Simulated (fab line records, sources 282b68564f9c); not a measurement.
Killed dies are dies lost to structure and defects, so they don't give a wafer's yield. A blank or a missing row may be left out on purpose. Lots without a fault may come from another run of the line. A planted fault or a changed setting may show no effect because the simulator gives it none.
Problem report in the 8D (eight disciplines) form, filled by code | flow rit_cmos | the parts of the form that need people (team, actions taken, sign-off) are left out

1. THE PROBLEM
spin_speed_rpm at RIT_PRETRO_COAT_01 reads a mean of 1858.8 rpm on 9 wafers of 3 lots; wafers without a fault read 1999.9 rpm with a standard deviation of 1.1. That is -99 or more standard deviations from the usual mean.
The step: resist thk 1300 nm.
First seen on wafer L939.1, day 4 21:58, on litho_track-03. The record holds 21 wafers of 7 lots with a number at this step. Rule for "out", or "out of limits": more than 4 standard deviations from the usual mean. The other wafers with a number count as sound.

2. WHAT IT IS AND WHAT IT IS NOT
question                    | is                     | is not
which readings at this step | spin_speed_rpm         | -
which lots                  | L939, L940, L941       | L931, L937, L938, L946
which wafers of those lots  | all that have a number | -
read on which tools         | litho_track-03         | litho_track-01, litho_track-02
when                        | from day 4 21:58       | up to then (9 sound wafers); but 3 sound wafers of L946 came after

3. SUSPECTS, AND WHAT RULES EACH OUT
Counting: a tool at a process step up to the reading stays a suspect if it ran every lot that is out and no sound lot after the first of them.
- litho_track-03 at RIT_PRETRO_COAT_01 (resist thk 1300 nm): kept. It ran every lot that is out, first L939 (day 4 21:58), and no sound lot after that; its last sound lot up to then is L931 (day 3 04:25). Its own readings are out on those wafers: spin_speed_rpm.
Left after counting: litho_track-03 at RIT_PRETRO_COAT_01.

4. THE CAUSE (what the simulator had put in)
Process parameter drift: litho_track-03, from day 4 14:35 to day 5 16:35, at RIT_PRETRO_COAT_01. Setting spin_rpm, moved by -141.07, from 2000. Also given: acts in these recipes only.
Counting left only this tool.

5. THE CHAIN OF EFFECTS, in route order
Each row: a reading whose mean over the struck wafers that have a number lies more than 3 standard deviations from the usual. Only readings for which the record gives a usual standard deviation are gone through. hours: the time from each lot's start at the first step in this table that gives one to its start at this step, as a median over the lots. sigmas: the change in usual standard deviations.
hours | step               | reading        | usual      | on struck wafers | change | sigmas
0     | RIT_PRETRO_COAT_01 | spin_speed_rpm | 1999.9 rpm | 1858.8           | -141.1 | -99 or more
The process steps in it:
- RIT_PRETRO_COAT_01: resist thk 1300 nm.
Later measuring or inspecting steps at which every struck wafer that the step has a row for has a number for every such reading, and none has moved that far: RIT_PRETRO_OVL_MEAS_06.

6. WHAT WOULD HAVE CAUGHT IT SOONER
In this record the first reading out of limits was taken at day 4 21:58, 7 hours after the fault began at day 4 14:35.
